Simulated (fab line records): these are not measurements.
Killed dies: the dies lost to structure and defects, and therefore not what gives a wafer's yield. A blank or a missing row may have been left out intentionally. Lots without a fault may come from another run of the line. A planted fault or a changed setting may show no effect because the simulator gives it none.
Commonality check across tools    flow berkeley cmos170    Lots sampled 14, wafers sampled 42

== REASON IT WAS OPENED ==
UCB170_GATE_THK_MEAS_05, reading GATE_POLY_THK: flagged on 2 of 14 lots. Wafers without a fault read 213.9 nm, standard deviation 2.
Rule: flag the lot when none of its wafers has a number, or when each of its wafers that has one lies beyond 4 standard deviations from that mean. As for the other lots, they are considered sound.

lot   measured      on             GATE_POLY_THK (nm), wafer by wafer  flag
L942  day 6 11:52   film metro-02  215.2 214.2 214.3                   
L945  day 6 11:52   film metro-01  214.7 213.7 213.6                   
L944  day 6 11:53   film metro-04  213.4 214.4 212.8                   
L943  day 6 11:56   film metro-01  215.2 218.1 217.1                   
L947  day 7 09:29   film metro-01  215.0 212.9 214.1                   
L946  day 7 09:31   film metro-02  212.8 213.4 212.8                   
L951  day 8 02:44   film metro-04  214.0 210.5 212.1                   
L958  day 9 02:41   film metro-01  117.8 115.8 116.7                   FLAGGED
L957  day 9 02:41   film metro-02  117.3 116.2 115.3                   FLAGGED
L961  day 9 13:19   film metro-01  214.2 211.9 213.3                   
L960  day 9 13:20   film metro-02  211.6 212.0 212.7                   
L964  day 10 15:05  film metro-02  216.9 216.9 215.4                   
L963  day 10 15:06  film metro-04  216.4 213.9 212.8                   
L965  day 11 06:36  film metro-01  214.6 215.7 214.7                   
Average over the flagged lots: 116.5 nm; offset from the usual -97.4 nm, equal to -49 standard deviations.

== WHICH TOOL EACH LOT WENT THROUGH ==
The record holds 1 process step before the reading, out of a route of 331 steps. Every cell lists first the tool, next ch and the chambers used by the sampled wafers, and last the start.
lot   flag     UCB170_GATE_CVD_04
L942           lpcvd-02 ch 1, day 6 10:28
L945           lpcvd-02 ch 1, day 6 10:28
L944           lpcvd-02 ch 0, day 6 10:28
L943           lpcvd-02 ch 0, day 6 10:28
L947           lpcvd-02 ch 1, day 7 08:05
L946           lpcvd-02 ch 0, day 7 08:05
L951           lpcvd-01 ch 1, day 8 01:19
L958  FLAGGED  lpcvd-02 ch 1, day 9 01:17
L957  FLAGGED  lpcvd-02 ch 0, day 9 01:17
L961           lpcvd-01 ch 1, day 9 11:55
L960           lpcvd-01 ch 0, day 9 11:55
L964           lpcvd-01 ch 0, day 10 13:41
L963           lpcvd-01 ch 0, day 10 13:41
L965           lpcvd-01 ch 1, day 11 04:29
What these steps do:
- UCB170_GATE_CVD_04: deposits poly-Si from SiH4, time 1440 s, target thk 214 nm.
- UCB170_GATE_THK_MEAS_05

== FLAGGED OVER TOTAL, TOOL BY TOOL (the gauges that took the reading come last) ==
step                     tool           lots run  flagged  share of the flagged lots  sound lots run after its first flagged lot
UCB170_GATE_CVD_04       lpcvd-01       6         0        none                       -
UCB170_GATE_CVD_04       lpcvd-02       8         2        all                        0
UCB170_GATE_THK_MEAS_05  film metro-01  6         1        some                       2 (L961,L965)
UCB170_GATE_THK_MEAS_05  film metro-02  5         1        some                       2 (L960,L964)
UCB170_GATE_THK_MEAS_05  film metro-04  3         0        none                       -

== THE TABLE: WHAT IT ALLOWS ==
In the table, 1 row covers all flagged lots: lpcvd-02 at UCB170_GATE_CVD_04.
- lpcvd-02 at UCB170_GATE_CVD_04: 2 of its 8 lots flagged. It ran its last sound lot, L946, at day 7 08:05 and its first flagged lot, L957, at day 9 01:17: a fault with its onset between the two fits. Its own readings (spike tc centre C, spike tc load C, spike tc source C, susceptor temp C) fall more than 4 standard deviations out on all wafers of the flagged lots.
Just one tool remains: lpcvd-02 at UCB170_GATE_CVD_04.

== WHAT THE SIMULATOR HAD PUT IN ==
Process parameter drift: lpcvd-02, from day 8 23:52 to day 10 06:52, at UCB170_GATE_CVD_04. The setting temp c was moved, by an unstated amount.
Shown lots that were struck: L958, L957. The rule above reached the same finding.
